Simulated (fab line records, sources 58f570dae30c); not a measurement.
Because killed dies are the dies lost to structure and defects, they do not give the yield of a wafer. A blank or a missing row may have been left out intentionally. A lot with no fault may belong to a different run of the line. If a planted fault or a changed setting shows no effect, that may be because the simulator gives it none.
Which of the tools did it? :: flow berkeleyCmos170 :: 24 lots with 72 wafers sampled at 6 steps, on a route of 331 steps

== WHAT THE GAUGES SHOWED, per wafer ==
UCB170_PWELL_TW_MEAS_17. Usual: PWELL_TW 379, standard deviation 3.6.
lot: L074
measured: day 3 00:30
on: filmMetro-04
PWELL_TW: 379 378 376
flag: 

lot: L075
measured: day 3 11:37
on: filmMetro-04
PWELL_TW: 377 376 376
flag: 

lot: L076
measured: day 3 11:55
on: filmMetro-04
PWELL_TW: 377 378 378
flag: 

lot: L077
measured: day 3 17:22
on: filmMetro-03
PWELL_TW: 377 376 377
flag: 

lot: L079
measured: day 4 00:38
on: filmMetro-02
PWELL_TW: 384 386 385
flag: 

lot: L078
measured: day 4 00:05
on: filmMetro-03
PWELL_TW: 380 379 381
flag: 

lot: L080
measured: day 4 13:30
on: filmMetro-02
PWELL_TW: 386 386 384
flag: 

lot: L082
measured: day 4 20:30
on: filmMetro-02
PWELL_TW: 387 386 386
flag: 

lot: L081
measured: day 4 20:33
on: filmMetro-04
PWELL_TW: 375 378 375
flag: 

lot: L083
measured: day 5 03:17
on: filmMetro-02
PWELL_TW: 382 387 384
flag: 

lot: L084
measured: day 5 03:25
on: filmMetro-04
PWELL_TW: 378 378 380
flag: 

lot: L085
measured: day 5 08:17
on: filmMetro-02
PWELL_TW: 383 382 384
flag: 

lot: L086
measured: day 5 08:19
on: filmMetro-03
PWELL_TW: 382 380 379
flag: 

lot: L087
measured: day 5 14:15
on: filmMetro-04
PWELL_TW: 377 379 376
flag: 

lot: L088
measured: day 6 02:59
on: filmMetro-02
PWELL_TW: 384 382 384
flag: 

lot: L089
measured: day 6 02:45
on: filmMetro-03
PWELL_TW: 377 375 377
flag: 

lot: L090
measured: day 6 02:22
on: filmMetro-04
PWELL_TW: 375 376 374
flag: 

lot: L091
measured: day 6 11:25
on: filmMetro-04
PWELL_TW: 375 376 379
flag: 

lot: L092
measured: day 6 22:41
on: filmMetro-04
PWELL_TW: 373 374 375
flag: 

lot: L093
measured: day 7 02:23
on: filmMetro-04
PWELL_TW: 375 378 376
flag: 

lot: L094
measured: day 7 09:27
on: filmMetro-04
PWELL_TW: 375 375 379
flag: 

lot: L095
measured: day 7 09:44
on: filmMetro-03
PWELL_TW: 376 379 376
flag: 

lot: L096
measured: day 7 19:19
on: filmMetro-03
PWELL_TW: 378 376 378
flag: 

lot: L097
measured: day 8 01:56
on: filmMetro-04
PWELL_TW: 376 373 374
flag: 

UCB170_ACTIVE_CD_MEAS_13 targets a cd of 1200 nm. Usual: cdNm reads 1200.2 nm (standard deviation 1.6).
lot: L074
measured: day 4 07:02
on: cdSem-02
cdNm (nm): 1201.2 1201.5 1201.2
flag: 

lot: L075
measured: day 4 18:04
on: cdSem-02
cdNm (nm): 1202.3 1199.4 1201.0
flag: 

lot: L076
measured: day 4 17:52
on: cdSem-01
cdNm (nm): 1196.6 1197.3 1196.6
flag: 

lot: L077
measured: day 4 18:20
on: cdSem-02
cdNm (nm): 1200.5 1199.5 1200.2
flag: 

lot: L079
measured: day 5 06:12
on: cdSem-02
cdNm (nm): 1202.8 1201.2 1200.5
flag: 

lot: L078
measured: day 5 02:16
on: cdSem-01
cdNm (nm): 1202.6 1202.3 1203.5
flag: 

lot: L080
measured: day 5 11:25
on: cdSem-01
cdNm (nm): 1199.3 1199.0 1200.9
flag: 

lot: L082
measured: day 6 00:55
on: cdSem-02
cdNm (nm): 1198.1 1197.5 1198.7
flag: 

lot: L081
measured: day 6 00:53
on: cdSem-01
cdNm (nm): 1199.9 1199.9 1199.5
flag: 

lot: L083
measured: day 6 06:23
on: cdSem-02
cdNm (nm): 1198.3 1198.7 1197.6
flag: 

lot: L084
measured: day 6 05:40
on: cdSem-02
cdNm (nm): 1200.4 1202.7 1202.2
flag: 

lot: L085
measured: day 6 06:26
on: cdSem-01
cdNm (nm): 1199.7 1198.6 1199.8
flag: 

lot: L086
measured: day 6 05:49
on: cdSem-01
cdNm (nm): 1199.5 1200.7 1199.4
flag: 

lot: L087
measured: day 6 19:59
on: cdSem-02
cdNm (nm): 1201.2 1202.3 1201.5
flag: 

lot: L088
measured: day 7 14:05
on: cdSem-02
cdNm (nm): 1200.9 1200.2 1200.7
flag: 

lot: L089
measured: day 7 14:14
on: cdSem-02
cdNm (nm): 1202.1 1200.7 1200.9
flag: 

lot: L090
measured: day 7 09:38
on: cdSem-02
cdNm (nm): 1200.1 1201.4 1201.2
flag: 

lot: L091
measured: day 7 18:28
on: cdSem-02
cdNm (nm): 1198.9 1198.4 1199.2
flag: 

lot: L092
measured: day 8 02:34
on: cdSem-02
cdNm (nm): 1202.2 1201.2 1200.9
flag: 

lot: L093
measured: day 8 06:31
on: cdSem-02
cdNm (nm): 1200.2 1201.6 1201.3
flag: 

lot: L094
measured: day 8 14:02
on: cdSem-02
cdNm (nm): 1201.0 1200.3 1200.8
flag: 

lot: L095
measured: day 8 14:17
on: cdSem-01
cdNm (nm): 1197.7 1197.1 1196.6
flag: 

lot: L096
measured: day 9 07:38
on: cdSem-01
cdNm (nm): 1200.4 1200.5 1200.2
flag: 

lot: L097
measured: day 9 07:32
on: cdSem-02
cdNm (nm): 1200.7 1202.2 1200.9
flag: 

UCB170_PVT_OVL_MEAS_06. Usual: PVT_OVL -1 nm, standard deviation 5.2.
lot: L074
measured: day 5 10:56
on: overlay-01
PVT_OVL (nm): 8 3 5
flag: 

lot: L075
measured: day 5 23:14
on: overlay-01
PVT_OVL (nm): 3 4 -3
flag: 

lot: L076
measured: day 5 22:42
on: overlay-01
PVT_OVL (nm): 0 1 -1
flag: 

lot: L077
measured: day 5 23:31
on: overlay-02
PVT_OVL (nm): -1 -7 -6
flag: 

lot: L079
measured: day 6 16:30
on: overlay-02
PVT_OVL (nm): -4 4 -7
flag: 

lot: L078
measured: day 6 10:45
on: overlay-01
PVT_OVL (nm): -10 -1 -1
flag: 

lot: L080
measured: day 6 22:35
on: overlay-02
PVT_OVL (nm): -9 -10 -13
flag: 

lot: L082
measured: day 7 10:32
on: overlay-01
PVT_OVL (nm): 10 5 8
flag: 

lot: L081
measured: day 7 10:14
on: overlay-02
PVT_OVL (nm): -1 3 -2
flag: 

lot: L083
measured: day 7 18:59
on: overlay-02
PVT_OVL (nm): 2 11 0
flag: 

lot: L084
measured: day 7 19:16
on: overlay-02
PVT_OVL (nm): -2 1 -1
flag: 

lot: L085
measured: day 7 18:37
on: overlay-01
PVT_OVL (nm): -6 0 4
flag: 

lot: L086
measured: day 7 19:11
on: overlay-01
PVT_OVL (nm): -5 -2 -6
flag: 

lot: L087
measured: day 8 04:44
on: overlay-01
PVT_OVL (nm): 3 -2 4
flag: 

lot: L088
measured: day 8 22:25
on: overlay-01
PVT_OVL (nm): -4 -7 -16
flag: 

lot: L089
measured: day 8 22:38
on: overlay-01
PVT_OVL (nm): -2 -2 -1
flag: 

lot: L090
measured: day 8 22:03
on: overlay-01
PVT_OVL (nm): -7 -6 -2
flag: 

lot: L091
measured: day 9 03:51
on: overlay-01
PVT_OVL (nm): 7 6 5
flag: 

lot: L092
measured: day 9 09:29
on: overlay-02
PVT_OVL (nm): 1 2 2
flag: 

lot: L093
measured: day 9 21:51
on: overlay-01
PVT_OVL (nm): 0 -11 2
flag: 

lot: L094
measured: day 10 08:09
on: overlay-01
PVT_OVL (nm): 0 2 -6
flag: 

lot: L095
measured: day 10 08:31
on: overlay-02
PVT_OVL (nm): 2 -5 -9
flag: 

lot: L096
measured: day 10 18:05
on: overlay-01
PVT_OVL (nm): -1 -6 -2
flag: 

lot: L097
measured: day 10 18:50
on: overlay-01
PVT_OVL (nm): -7 -5 -7
flag: 

UCB170_GATE_CD_MEAS_12 targets a cd of 350 nm. Usual: cdNm reads 349.8 nm (standard deviation 1.1).
lot: L074
measured: day 5 22:20
on: cdSem-02
cdNm (nm): 351.7 350.6 351.8
flag: 

lot: L075
measured: day 6 09:39
on: cdSem-02
cdNm (nm): 349.1 349.6 351.1
flag: 

lot: L076
measured: day 6 09:41
on: cdSem-01
cdNm (nm): 348.1 350.7 350.6
flag: 

lot: L077
measured: day 6 09:22
on: cdSem-02
cdNm (nm): 350.2 350.6 351.0
flag: 

lot: L079
measured: day 7 03:14
on: cdSem-01
cdNm (nm): 350.3 348.9 350.4
flag: 

lot: L078
measured: day 7 02:59
on: cdSem-01
cdNm (nm): 350.3 349.8 349.9
flag: 

lot: L080
measured: day 7 11:04
on: cdSem-02
cdNm (nm): 350.6 350.6 351.5
flag: 

lot: L082
measured: day 7 23:10
on: cdSem-01
cdNm (nm): 351.4 350.6 351.2
flag: 

lot: L081
measured: day 7 23:23
on: cdSem-01
cdNm (nm): 349.0 349.8 350.0
flag: 

lot: L083
measured: day 8 08:15
on: cdSem-01
cdNm (nm): 351.0 349.8 350.5
flag: 

lot: L084
measured: day 8 08:33
on: cdSem-02
cdNm (nm): 350.4 349.9 349.0
flag: 

lot: L085
measured: day 8 08:22
on: cdSem-02
cdNm (nm): 351.5 351.9 349.6
flag: 

lot: L086
measured: day 8 08:07
on: cdSem-01
cdNm (nm): 348.3 349.0 349.2
flag: 

lot: L087
measured: day 8 17:58
on: cdSem-01
cdNm (nm): 349.5 350.1 348.6
flag: 

lot: L088
measured: day 9 13:00
on: cdSem-01
cdNm (nm): 349.6 349.2 349.1
flag: 

lot: L089
measured: day 9 13:17
on: cdSem-01
cdNm (nm): 348.5 349.1 349.3
flag: 

lot: L090
measured: day 9 12:41
on: cdSem-01
cdNm (nm): 348.8 348.0 347.6
flag: 

lot: L091
measured: day 9 17:44
on: cdSem-02
cdNm (nm): 350.2 349.7 350.3
flag: 

lot: L092
measured: day 10 00:43
on: cdSem-02
cdNm (nm): 350.3 350.6 350.0
flag: 

lot: L093
measured: day 10 12:47
on: cdSem-02
cdNm (nm): 349.9 349.5 348.9
flag: 

lot: L094
measured: day 10 20:34
on: cdSem-01
cdNm (nm): 350.3 351.8 348.5
flag: 

lot: L095
measured: day 10 20:26
on: cdSem-01
cdNm (nm): 347.6 347.8 347.9
flag: 

lot: L096
measured: day 11 05:29
on: cdSem-01
cdNm (nm): 349.2 348.2 349.9
flag: 

lot: L097
measured: day 11 05:48
on: cdSem-02
cdNm (nm): 350.0 349.0 350.0
flag: 

== EACH LOT AND THE TOOL THAT RAN IT (in order: tool; ch and the chambers of the sampled wafers; start) ==
lot: L074
UCB170_ZERO_ETCH_06: rieDiel-01 ch 2,3, day 1 21:25
UCB170_NWELL_STRIP_15: plasmaAsher-04 ch 0, day 2 08:11

lot: L075
UCB170_ZERO_ETCH_06: rieDiel-01 ch 0,2,3, day 2 02:25
UCB170_NWELL_STRIP_15: plasmaAsher-02 ch 0,1, day 2 15:56

lot: L076
UCB170_ZERO_ETCH_06: rieDiel-02 ch 0,2, day 2 03:41
UCB170_NWELL_STRIP_15: plasmaAsher-04 ch 0,1, day 2 15:44

lot: L077
UCB170_ZERO_ETCH_06: rieDiel-02 ch 1,3, day 2 09:31
UCB170_NWELL_STRIP_15: plasmaAsher-04 ch 0,1, day 2 21:50

lot: L079
UCB170_ZERO_ETCH_06: rieDiel-01 ch 2,3, day 2 17:05
UCB170_NWELL_STRIP_15: plasmaAsher-02 ch 0,1, day 3 07:03

lot: L078
UCB170_ZERO_ETCH_06: rieDiel-02 ch 1,3, day 2 17:10
UCB170_NWELL_STRIP_15: plasmaAsher-04 ch 1, day 3 06:20

lot: L080
UCB170_ZERO_ETCH_06: rieDiel-01 ch 0,1,2, day 3 03:19
UCB170_NWELL_STRIP_15: plasmaAsher-01 ch 0,1, day 3 19:00

lot: L082
UCB170_ZERO_ETCH_06: rieDiel-03 ch 1,3, day 3 11:37
UCB170_NWELL_STRIP_15: plasmaAsher-04 ch 0,1, day 4 00:44

lot: L081
UCB170_ZERO_ETCH_06: rieDiel-01 ch 1,2,3, day 3 11:47
UCB170_NWELL_STRIP_15: plasmaAsher-01 ch 1, day 4 00:29

lot: L083
UCB170_ZERO_ETCH_06: rieDiel-01 ch 0,2,3, day 3 19:21
UCB170_NWELL_STRIP_15: plasmaAsher-01 ch 0,1, day 4 10:37

lot: L084
UCB170_ZERO_ETCH_06: rieDiel-02 ch 0,1, day 3 23:34
UCB170_NWELL_STRIP_15: plasmaAsher-04 ch 0,1, day 4 10:52

lot: L085
UCB170_ZERO_ETCH_06: rieDiel-03 ch 0,2,3, day 4 03:10
UCB170_NWELL_STRIP_15: plasmaAsher-02 ch 0,1, day 4 17:17

lot: L086
UCB170_ZERO_ETCH_06: rieDiel-02 ch 1,3, day 4 06:55
UCB170_NWELL_STRIP_15: plasmaAsher-04 ch 0,1, day 4 17:26

lot: L087
UCB170_ZERO_ETCH_06: rieDiel-02 ch 0,1, day 4 14:30
UCB170_NWELL_STRIP_15: plasmaAsher-04 ch 0,1, day 5 00:19

lot: L088
UCB170_ZERO_ETCH_06: rieDiel-01 ch 0,2, day 4 18:37
UCB170_NWELL_STRIP_15: plasmaAsher-02 ch 0,1, day 5 05:35

lot: L089
UCB170_ZERO_ETCH_06: rieDiel-03 ch 0,1,3, day 4 21:04
UCB170_NWELL_STRIP_15: plasmaAsher-01 ch 0,1, day 5 06:37

lot: L090
UCB170_ZERO_ETCH_06: rieDiel-01 ch 0,3, day 5 01:03
UCB170_NWELL_STRIP_15: plasmaAsher-04 ch 0,1, day 5 09:02

lot: L091
UCB170_ZERO_ETCH_06: rieDiel-02 ch 2,3, day 5 06:41
UCB170_NWELL_STRIP_15: plasmaAsher-02 ch 0,1, day 5 18:40

lot: L092
UCB170_ZERO_ETCH_06: rieDiel-03 ch 0,1,2, day 5 10:58
UCB170_NWELL_STRIP_15: plasmaAsher-04 ch 0,1, day 6 01:00

lot: L093
UCB170_ZERO_ETCH_06: rieDiel-03 ch 1,2, day 5 15:25
UCB170_NWELL_STRIP_15: plasmaAsher-02 ch 0,1, day 6 04:01

lot: L094
UCB170_ZERO_ETCH_06: rieDiel-03 ch 0,1, day 6 00:59
UCB170_NWELL_STRIP_15: plasmaAsher-02 ch 0,1, day 6 12:58

lot: L095
UCB170_ZERO_ETCH_06: rieDiel-03 ch 1,2, day 6 05:59
UCB170_NWELL_STRIP_15: plasmaAsher-04 ch 0,1, day 6 17:54

lot: L096
UCB170_ZERO_ETCH_06: rieDiel-02 ch 2,3, day 6 10:40
UCB170_NWELL_STRIP_15: plasmaAsher-02 ch 0,1, day 7 01:55

lot: L097
UCB170_ZERO_ETCH_06: rieDiel-03 ch 0,1, day 6 13:40
UCB170_NWELL_STRIP_15: plasmaAsher-02 ch 0,1, day 7 08:06
- UCB170_ZERO_ETCH_06: etches SiO2 in CHF3/CF4/Ar, time 12 s.
- UCB170_NWELL_STRIP_15: strips in O2.

== AS READ BY THE TOOLS THEMSELVES (means over the sampled wafers that have a number; for cases with no such wafer, the mark the record gives instead) ==
UCB170_ZERO_ETCH_06. Usual: CHF3_flow_sccm 50.01 sccm, standard deviation 0.14; drypumpMotorCurrentA 5.6 A, standard deviation 0.34; oesProductAu 0.621 a.u., standard deviation 0.0097; throttleValvePct 9.28 %, standard deviation 0.1.
lot: L074
tool: rieDiel-01
CHF3_flow_sccm (sccm): 49.94
drypumpMotorCurrentA (A): 5.5
oesProductAu (a.u.): 0.617
throttleValvePct (%): 9.20
flag: 

lot: L075
tool: rieDiel-01
CHF3_flow_sccm (sccm): 49.91
drypumpMotorCurrentA (A): 5.6
oesProductAu (a.u.): 0.618
throttleValvePct (%): 9.29
flag: 

lot: L076
tool: rieDiel-02
CHF3_flow_sccm (sccm): 50.07
drypumpMotorCurrentA (A): 5.2
oesProductAu (a.u.): 0.630
throttleValvePct (%): 9.36
flag: 

lot: L077
tool: rieDiel-02
CHF3_flow_sccm (sccm): 50.05
drypumpMotorCurrentA (A): 5.2
oesProductAu (a.u.): 0.623
throttleValvePct (%): 9.28
flag: 

lot: L079
tool: rieDiel-01
CHF3_flow_sccm (sccm): 49.84
drypumpMotorCurrentA (A): 5.5
oesProductAu (a.u.): 0.610
throttleValvePct (%): 9.20
flag: 

lot: L078
tool: rieDiel-02
CHF3_flow_sccm (sccm): 49.97
drypumpMotorCurrentA (A): 5.5
oesProductAu (a.u.): 0.626
throttleValvePct (%): 9.30
flag: 

lot: L080
tool: rieDiel-01
CHF3_flow_sccm (sccm): 49.99
drypumpMotorCurrentA (A): 5.5
oesProductAu (a.u.): 0.606
throttleValvePct (%): 9.29
flag: 

lot: L082
tool: rieDiel-03
CHF3_flow_sccm (sccm): 49.88
drypumpMotorCurrentA (A): 5.8
oesProductAu (a.u.): 0.621
throttleValvePct (%): 9.28
flag: 

lot: L081
tool: rieDiel-01
CHF3_flow_sccm (sccm): 50.16
drypumpMotorCurrentA (A): 5.6
oesProductAu (a.u.): 0.609
throttleValvePct (%): 9.26
flag: 

lot: L083
tool: rieDiel-01
CHF3_flow_sccm (sccm): 50.07
drypumpMotorCurrentA (A): 5.6
oesProductAu (a.u.): 0.617
throttleValvePct (%): 9.29
flag: 

lot: L084
tool: rieDiel-02
CHF3_flow_sccm (sccm): 50.02
drypumpMotorCurrentA (A): 4.9
oesProductAu (a.u.): 0.624
throttleValvePct (%): 9.30
flag: 

lot: L085
tool: rieDiel-03
CHF3_flow_sccm (sccm): 50.04
drypumpMotorCurrentA (A): 5.6
oesProductAu (a.u.): 0.621
throttleValvePct (%): 9.17
flag: 

lot: L086
tool: rieDiel-02
CHF3_flow_sccm (sccm): 50.00
drypumpMotorCurrentA (A): 5.2
oesProductAu (a.u.): 0.625
throttleValvePct (%): 9.27
flag: 

lot: L087
tool: rieDiel-02
CHF3_flow_sccm (sccm): 49.87
drypumpMotorCurrentA (A): 5.0
oesProductAu (a.u.): 0.621
throttleValvePct (%): 9.30
flag: 

lot: L088
tool: rieDiel-01
CHF3_flow_sccm (sccm): 50.07
drypumpMotorCurrentA (A): 5.5
oesProductAu (a.u.): 0.615
throttleValvePct (%): 9.34
flag: 

lot: L089
tool: rieDiel-03
CHF3_flow_sccm (sccm): 49.90
drypumpMotorCurrentA (A): 5.8
oesProductAu (a.u.): 0.629
throttleValvePct (%): 9.20
flag: 

lot: L090
tool: rieDiel-01
CHF3_flow_sccm (sccm): 49.87
drypumpMotorCurrentA (A): 5.7
oesProductAu (a.u.): 0.621
throttleValvePct (%): 9.34
flag: 

lot: L091
tool: rieDiel-02
CHF3_flow_sccm (sccm): 50.17
drypumpMotorCurrentA (A): 5.8
oesProductAu (a.u.): 0.618
throttleValvePct (%): 9.31
flag: 

lot: L092
tool: rieDiel-03
CHF3_flow_sccm (sccm): 50.08
drypumpMotorCurrentA (A): 5.9
oesProductAu (a.u.): 0.626
throttleValvePct (%): 9.21
flag: 

lot: L093
tool: rieDiel-03
CHF3_flow_sccm (sccm): 50.02
drypumpMotorCurrentA (A): 5.8
oesProductAu (a.u.): 0.627
throttleValvePct (%): 9.27
flag: 

lot: L094
tool: rieDiel-03
CHF3_flow_sccm (sccm): 50.02
drypumpMotorCurrentA (A): 5.9
oesProductAu (a.u.): 0.628
throttleValvePct (%): 9.14
flag: 

lot: L095
tool: rieDiel-03
CHF3_flow_sccm (sccm): 50.00
drypumpMotorCurrentA (A): 5.8
oesProductAu (a.u.): 0.627
throttleValvePct (%): 9.26
flag: 

lot: L096
tool: rieDiel-02
CHF3_flow_sccm (sccm): 50.24
drypumpMotorCurrentA (A): 5.8
oesProductAu (a.u.): 0.616
throttleValvePct (%): 9.30
flag: 

lot: L097
tool: rieDiel-03
CHF3_flow_sccm (sccm): 49.99
drypumpMotorCurrentA (A): 5.9
oesProductAu (a.u.): 0.626
throttleValvePct (%): 9.14
flag: 

UCB170_NWELL_STRIP_15. Usual: drypumpMotorCurrentA 5.63 A, standard deviation 0.24; oesProductAu 0.721 a.u., standard deviation 0.0044; stripTimeToEndpointS 18.03 s, standard deviation 0.081.
lot: L074
tool: plasmaAsher-04
drypumpMotorCurrentA (A): 5.54
oesProductAu (a.u.): 0.724
stripTimeToEndpointS (s): 17.84
flag: 

lot: L075
tool: plasmaAsher-02
drypumpMotorCurrentA (A): 5.60
oesProductAu (a.u.): 0.723
stripTimeToEndpointS (s): 17.92
flag: 

lot: L076
tool: plasmaAsher-04
drypumpMotorCurrentA (A): 5.65
oesProductAu (a.u.): 0.721
stripTimeToEndpointS (s): 18.17
flag: 

lot: L077
tool: plasmaAsher-04
drypumpMotorCurrentA (A): 5.66
oesProductAu (a.u.): 0.721
stripTimeToEndpointS (s): 18.03
flag: 

lot: L079
tool: plasmaAsher-02
drypumpMotorCurrentA (A): 5.59
oesProductAu (a.u.): 0.725
stripTimeToEndpointS (s): 18.00
flag: 

lot: L078
tool: plasmaAsher-04
drypumpMotorCurrentA (A): 5.91
oesProductAu (a.u.): 0.723
stripTimeToEndpointS (s): 18.08
flag: 

lot: L080
tool: plasmaAsher-01
drypumpMotorCurrentA (A): 5.44
oesProductAu (a.u.): 0.722
stripTimeToEndpointS (s): 18.11
flag: 

lot: L082
tool: plasmaAsher-04
drypumpMotorCurrentA (A): 5.78
oesProductAu (a.u.): 0.716
stripTimeToEndpointS (s): 18.11
flag: 

lot: L081
tool: plasmaAsher-01
drypumpMotorCurrentA (A): 5.66
oesProductAu (a.u.): 0.716
stripTimeToEndpointS (s): 17.98
flag: 

lot: L083
tool: plasmaAsher-01
drypumpMotorCurrentA (A): 5.23
oesProductAu (a.u.): 0.724
stripTimeToEndpointS (s): 18.13
flag: 

lot: L084
tool: plasmaAsher-04
drypumpMotorCurrentA (A): 5.66
oesProductAu (a.u.): 0.724
stripTimeToEndpointS (s): 18.10
flag: 

lot: L085
tool: plasmaAsher-02
drypumpMotorCurrentA (A): 5.61
oesProductAu (a.u.): 0.723
stripTimeToEndpointS (s): 18.06
flag: 

lot: L086
tool: plasmaAsher-04
drypumpMotorCurrentA (A): 5.68
oesProductAu (a.u.): 0.717
stripTimeToEndpointS (s): 17.97
flag: 

lot: L087
tool: plasmaAsher-04
drypumpMotorCurrentA (A): 5.79
oesProductAu (a.u.): 0.717
stripTimeToEndpointS (s): 18.00
flag: 

lot: L088
tool: plasmaAsher-02
drypumpMotorCurrentA (A): 5.68
oesProductAu (a.u.): 0.722
stripTimeToEndpointS (s): 18.01
flag: 

lot: L089
tool: plasmaAsher-01
drypumpMotorCurrentA (A): 5.23
oesProductAu (a.u.): 0.718
stripTimeToEndpointS (s): 18.03
flag: 

lot: L090
tool: plasmaAsher-04
drypumpMotorCurrentA (A): 5.67
oesProductAu (a.u.): 0.720
stripTimeToEndpointS (s): 18.03
flag: 

lot: L091
tool: plasmaAsher-02
drypumpMotorCurrentA (A): 5.69
oesProductAu (a.u.): 0.721
stripTimeToEndpointS (s): 18.01
flag: 

lot: L092
tool: plasmaAsher-04
drypumpMotorCurrentA (A): 5.79
oesProductAu (a.u.): 0.719
stripTimeToEndpointS (s): 18.05
flag: 

lot: L093
tool: plasmaAsher-02
drypumpMotorCurrentA (A): 5.60
oesProductAu (a.u.): 0.724
stripTimeToEndpointS (s): 18.07
flag: 

lot: L094
tool: plasmaAsher-02
drypumpMotorCurrentA (A): 5.60
oesProductAu (a.u.): 0.723
stripTimeToEndpointS (s): 18.04
flag: 

lot: L095
tool: plasmaAsher-04
drypumpMotorCurrentA (A): 5.66
oesProductAu (a.u.): 0.721
stripTimeToEndpointS (s): 17.95
flag: 

lot: L096
tool: plasmaAsher-02
drypumpMotorCurrentA (A): 5.70
oesProductAu (a.u.): 0.721
stripTimeToEndpointS (s): 18.16
flag: 

lot: L097
tool: plasmaAsher-02
drypumpMotorCurrentA (A): 5.59
oesProductAu (a.u.): 0.720
stripTimeToEndpointS (s): 18.03
flag: 

== THE ANSWER, worked out from the rows above alone ==
Rule: lot off if the mean of its wafers having a number is beyond 3 standard deviations from the usual mean. A lot without any number at a reading at which 4 lots or more have one is off too. Where the step has rows for the other lots, those lots are counted as sound. The gauges are gone through in route order, then the tools' own readings, and for those a lot's mean is taken as printed above. At the first step where some lot is off, the reading lying furthest off is the one used; lots without a number count as furthest.
Across all readings shown, no lot is off: no conclusion can be drawn from this.

== WHAT HAD BEEN PUT IN BY THE SIMULATOR ==
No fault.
